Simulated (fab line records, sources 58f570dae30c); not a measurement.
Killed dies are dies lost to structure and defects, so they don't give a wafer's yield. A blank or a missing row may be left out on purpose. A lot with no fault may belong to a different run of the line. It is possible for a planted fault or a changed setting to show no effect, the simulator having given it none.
Lot-split experiment | flow berkeleyCmos170 | 23 wafers read from 5 lots, route of 331 steps

SPLIT DETAILS
At UCB170_WELLDRIVE_OXIDATION_01 (target thk 199 nm, ox time 9000 s), the setting tempC was moved away from the recipe's 1100 C on 15 of the 23 wafers read, by -1.4% to +2.6%. All remaining wafers had this setting at the recipe value.

There is no step in the file separating the split from the reading.

THE READING
At UCB170_WELLDRIVE_THK_MEAS_02: WELLDRIVE_OXIDE_THK, given in nm. Fault-free wafers of this fab line usually give 198 nm, standard deviation 3.7 nm.

wafer  | tool, chamber at the split | tempC as run, C | against the recipe | WELLDRIVE_OXIDE_THK, nm | against lot-mates on the recipe
L074.2 | furnace-02, 0              | 1100            | recipe             | 193                     | -
L074.3 | furnace-02, 0              | 1100            | recipe             | 196                     | -
L074.4 | furnace-02, 0              | 1100            | recipe             | 196                     | -
L077.1 | -, -                       | 1125            | +2.3%              | 224                     | no lot-mate on the recipe
L077.2 | -, -                       | 1125            | +2.3%              | 228                     | no lot-mate on the recipe
L077.3 | -, -                       | 1125            | +2.3%              | 227                     | no lot-mate on the recipe
L077.5 | -, -                       | 1125            | +2.3%              | 225                     | no lot-mate on the recipe
L077.6 | -, -                       | 1125            | +2.3%              | 230                     | no lot-mate on the recipe
L079.1 | -, -                       | 1100            | recipe             | 203                     | -
L079.2 | -, -                       | 1100            | recipe             | 202                     | -
L079.3 | -, -                       | 1100            | recipe             | 203                     | -
L079.4 | -, -                       | 1100            | recipe             | 202                     | -
L079.5 | -, -                       | 1100            | recipe             | 202                     | -
L083.1 | -, -                       | 1129            | +2.6%              | 228                     | no lot-mate on the recipe
L083.2 | -, -                       | 1129            | +2.6%              | 229                     | no lot-mate on the recipe
L083.4 | -, -                       | 1129            | +2.6%              | 230                     | no lot-mate on the recipe
L083.5 | -, -                       | 1129            | +2.6%              | 233                     | no lot-mate on the recipe
L083.6 | -, -                       | 1129            | +2.6%              | 230                     | no lot-mate on the recipe
L085.1 | -, -                       | 1085            | -1.4%              | 185                     | no lot-mate on the recipe
L085.2 | -, -                       | 1085            | -1.4%              | 182                     | no lot-mate on the recipe
L085.3 | -, -                       | 1085            | -1.4%              | 185                     | no lot-mate on the recipe
L085.4 | -, -                       | 1085            | -1.4%              | 187                     | no lot-mate on the recipe
L085.5 | -, -                       | 1085            | -1.4%              | 187                     | no lot-mate on the recipe

THE FIT
A straight line over all 23 wafers: WELLDRIVE_OXIDE_THK changes by +11.4 nm for each +1% of tempC; r = +0.99; the points scatter about the line by 2.8 nm.
Too few moved wafers have a lot-mate on the recipe to fit a line with each lot's own level taken away.

THE WHOLE CHAIN: every reading that the file lists as answering this split, in the file's order
step                          | what it does                      | reading                                                                               | change (the file's fit)              | r (the file's)
UCB170_WELLDRIVE_OXIDATION_01 | target thk 199 nm, ox time 9000 s | SiO2_of_WELLDRIVE_OXIDATION_01.thkNm (the simulator's own value, which no gauge read) | +11.4 nm for each +1% of the setting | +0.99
UCB170_WELLDRIVE_THK_MEAS_02  |                                   | WELLDRIVE_OXIDE_THK                                                                   | +11.4 for each +1% of the setting    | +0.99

FILE'S OWN FIT
WELLDRIVE_OXIDE_THK changes by +11.4 nm for each +1% of tempC, r = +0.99.
